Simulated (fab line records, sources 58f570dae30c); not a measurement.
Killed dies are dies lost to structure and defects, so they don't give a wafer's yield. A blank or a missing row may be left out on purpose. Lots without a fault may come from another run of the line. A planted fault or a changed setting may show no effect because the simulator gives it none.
One fault seen from 2 desks | flow berkeley_cmos170 | each desk has only its own numbers; what lay behind them comes last

THE TOOL OWNER'S DESK: furnace-01
The tool's own readings at UCB170_WELLDRIVE_ANNEAL_03 (time 900 s): means of the sampled wafers that have a number, for each lot that ran on this tool. A lot is out of limits, marked OUT, if its mean lies more than 4 standard deviations from the usual mean; the brackets give that distance.
Columns: A = spike_tc_centre_C at UCB170_WELLDRIVE_ANNEAL_03, usual 1102.2 C; B = spike_tc_load_C at UCB170_WELLDRIVE_ANNEAL_03, usual 1127.1 C; C = spike_tc_source_C at UCB170_WELLDRIVE_ANNEAL_03, usual 1124.4 C; D = tube_center_temp_C at UCB170_WELLDRIVE_ANNEAL_03, usual 1100 C; E = tube_center_temp_C_max at UCB170_WELLDRIVE_ANNEAL_03, usual 1102.9; F = zone_power_source_pct at UCB170_WELLDRIVE_ANNEAL_03, usual 47.7 %
lot  | first seen here | A                | B                | C                | D                      | E                        | F
L369 | day 4 10:08     | 1101.5           | 1128.6           | 1122.1           | 1100                   | 1102.6                   | 48.1
L370 | day 4 10:08     | 1103.0           | 1128.3           | 1122.6           | 1100                   | 1102.8                   | 47.8
L371 | day 4 15:29     | 1101.4           | 1130.1           | 1123.0           | 1100                   | 1103.1                   | 47.9
L373 | day 5 00:00     | 1152.2 (+42) OUT | 1179.7 (+18) OUT | 1174.6 (+26) OUT | 1150 (+99 or more) OUT | 1153.1 (+99 or more) OUT | 53.6 (+5.4) OUT
L374 | day 5 00:00     | 1151.4 (+41) OUT | 1179.4 (+18) OUT | 1173.7 (+26) OUT | 1150 (+99 or more) OUT | 1152.9 (+99 or more) OUT | 53.0 (+4.8) OUT
L389 | day 8 16:53     | 1100.8           | 1129.2           | 1123.4           | 1100                   | 1102.9                   | 48.0
L390 | day 8 16:53     | 1101.2           | 1130.0           | 1123.6           | 1100                   | 1102.5                   | 48.2
L391 | day 8 16:53     | 1102.1           | 1129.1           | 1123.2           | 1100                   | 1102.6                   | 48.3
L392 | day 9 01:08     | 1101.7           | 1128.2           | 1123.4           | 1100                   | 1102.7                   | 48.0
This desk's finding: out of limits on L373, L374; first on L373, day 5 00:00 (spike_tc_centre_C at UCB170_WELLDRIVE_ANNEAL_03). In limits: L369, L370, L371, L389, L390, L391, L392.

THE METROLOGY DESK
What the gauges read, lot by lot, whatever tool the lot ran on: means of the sampled wafers that have a number. A lot is out of limits, marked OUT, if its mean lies more than 4 standard deviations from the usual mean; the brackets give that distance.
Columns: A = M3_AL_THK at UCB170_M3_THK_MEAS_03, usual 885 nm; B = M3_OVL at UCB170_M3_OVL_MEAS_16, usual -1 nm
lot  | first seen here | A   | B
L370 | day 9 02:21     | 869 | 1
L369 | day 9 04:05     | 890 | -9
L373 | day 9 17:45     | 883 | -7
L374 | day 9 21:53     | 885 | 4
L371 | day 9 21:59     | 893 | -5
L375 | day 9 22:09     | 870 | 3
L381 | day 11 04:13    | 884 | -1
L382 | day 11 04:16    | 883 | -1
L388 | day 12 23:42    | 897 | -2
L386 | day 13 01:44    | 883 | -6
L389 | day 13 07:28    | 873 | -2
L391 | day 13 08:59    | 882 | -8
L390 | day 13 09:16    | 883 | 4
L392 | day 13 18:21    | 879 | 2
This desk's finding: nothing out of limits on any of the 14 lots.

PUT TOGETHER
The tool owner's desk could have raised an alarm at day 5 00:00, on L373, L374.
The metrology desk saw nothing out of limits.
The metrology desk has L373, L374 on record, within its limits.
Of the lots named, all ran UCB170_WELLDRIVE_ANNEAL_03 on furnace-01.

WHAT THE SIMULATOR HAD PUT IN
Process parameter drift: furnace-01, from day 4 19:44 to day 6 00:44, at UCB170_WELLDRIVE_ANNEAL_03. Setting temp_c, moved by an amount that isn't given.
Lots struck among those shown: L373, L374.
Hours from the fault's start to each desk's first reading out of limits: the tool owner's desk, 4.
